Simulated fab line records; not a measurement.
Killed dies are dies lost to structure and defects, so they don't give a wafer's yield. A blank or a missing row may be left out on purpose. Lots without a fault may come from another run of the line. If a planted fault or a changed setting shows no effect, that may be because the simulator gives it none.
One fault through the eyes of 2 desks :: flow berkeleyCmos170 :: each desk has only its own numbers; what lay behind them comes last

== AT THE METROLOGY DESK ==
Means of the sampled wafers that have a number, per lot and without regard to the tool the lot ran on: this is what the gauges read. If a lot's mean is further than 4 standard deviations from the usual mean, the lot is out of limits and carries the mark OUT (the distance appears in the brackets).
Columns: A = NVT_TW at UCB170_NVT_TW_MEAS_09, usual 525.2; B = cdNm at UCB170_V1_CD_MEAS_90, usual 700.0 nm; C = M2_OVL at UCB170_M2_OVL_MEAS_16, usual -1 nm
lot: L494
first seen here: day 6 16:31
A: 523.8
B: 702.6
C: -1

lot: L495
first seen here: day 7 06:23
A: 528.7
B: 699.9
C: 2

lot: L496
first seen here: day 7 07:06
A: 526.2
B: 697.3
C: -5

lot: L498
first seen here: day 8 01:01
A: 526.1
B: 698.7
C: -1

lot: L500
first seen here: day 8 01:17
A: 524.8
B: 698.0
C: -12

lot: L497
first seen here: day 8 01:26
A: 524.1
B: 698.3
C: -1

lot: L501
first seen here: day 8 01:43
A: 527.8
B: 697.9
C: -6

lot: L503
first seen here: day 8 10:02
A: 523.8
B: 701.5
C: -10

lot: L505
first seen here: day 8 21:43
A: 563.0 (+17) OUT
B: 701.2
C: 3

lot: L508
first seen here: day 9 08:53
A: 567.1 (+19) OUT
B: 700.6
C: -6

lot: L507
first seen here: day 9 09:35
A: 567.9 (+19) OUT
B: 700.6
C: -6

lot: L513
first seen here: day 10 11:16
A: 526.3
B: 699.9
C: 1

lot: L512
first seen here: day 10 11:34
A: 525.2
B: 700.7
C: -0

lot: L514
first seen here: day 10 21:52
A: 522.8
B: 700.3
C: 2

lot: L516
first seen here: day 11 05:52
A: 526.6
B: 700.0
C: 0
Per this desk, out of limits: L505, L507, L508; the first was L505, day 8 21:43 (NVT_TW at UCB170_NVT_TW_MEAS_09). L494, L495, L496, L498, L500, L497, L501, L503, L513, L512, L514, L516: within limits.

== AT THE TOOL OWNER'S DESK: implanter-03 ==
The tool's own readings at UCB170_NVT_IMPLANT_07, given as means over the sampled wafers that have a number, one for each lot that went through this tool. If a lot's mean is further than 4 standard deviations from the usual mean, the lot is out of limits and carries the mark OUT (the distance appears in the brackets).
Columns: A = beamEnergyKeV at UCB170_NVT_IMPLANT_07, usual 49.998
lot: L496
first seen here: day 7 06:53
A: 49.998

lot: L498
first seen here: day 8 00:47
A: 49.972

lot: L501
first seen here: day 8 01:29
A: 49.999

lot: L505
first seen here: day 8 21:28
A: 67.487 (+99 or more) OUT

lot: L508
first seen here: day 9 08:38
A: 67.521 (+99 or more) OUT

lot: L507
first seen here: day 9 09:20
A: 67.478 (+99 or more) OUT
This desk's finding: out of limits on L505, L507, L508; first on L505, day 8 21:28 (beamEnergyKeV at UCB170_NVT_IMPLANT_07). L496, L498, L501: within limits.

== PUT TOGETHER ==
On L505, L507, L508, at day 8 21:28, an alarm was possible from the tool owner's desk.
L505, L507, L508 would have let the metrology desk raise an alarm at day 8 21:43.
The lots listed all ran UCB170_NVT_IMPLANT_07 on implanter-03.

== WHAT WAS PUT IN BY THE SIMULATOR ==
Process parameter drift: implanter-03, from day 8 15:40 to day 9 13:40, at UCB170_NVT_IMPLANT_07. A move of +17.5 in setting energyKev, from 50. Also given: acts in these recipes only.
Struck lots among those shown: L505, L507, L508.
Fault start to first reading out of limits, in hours, per desk: tool owner, 6; metrology, 6.
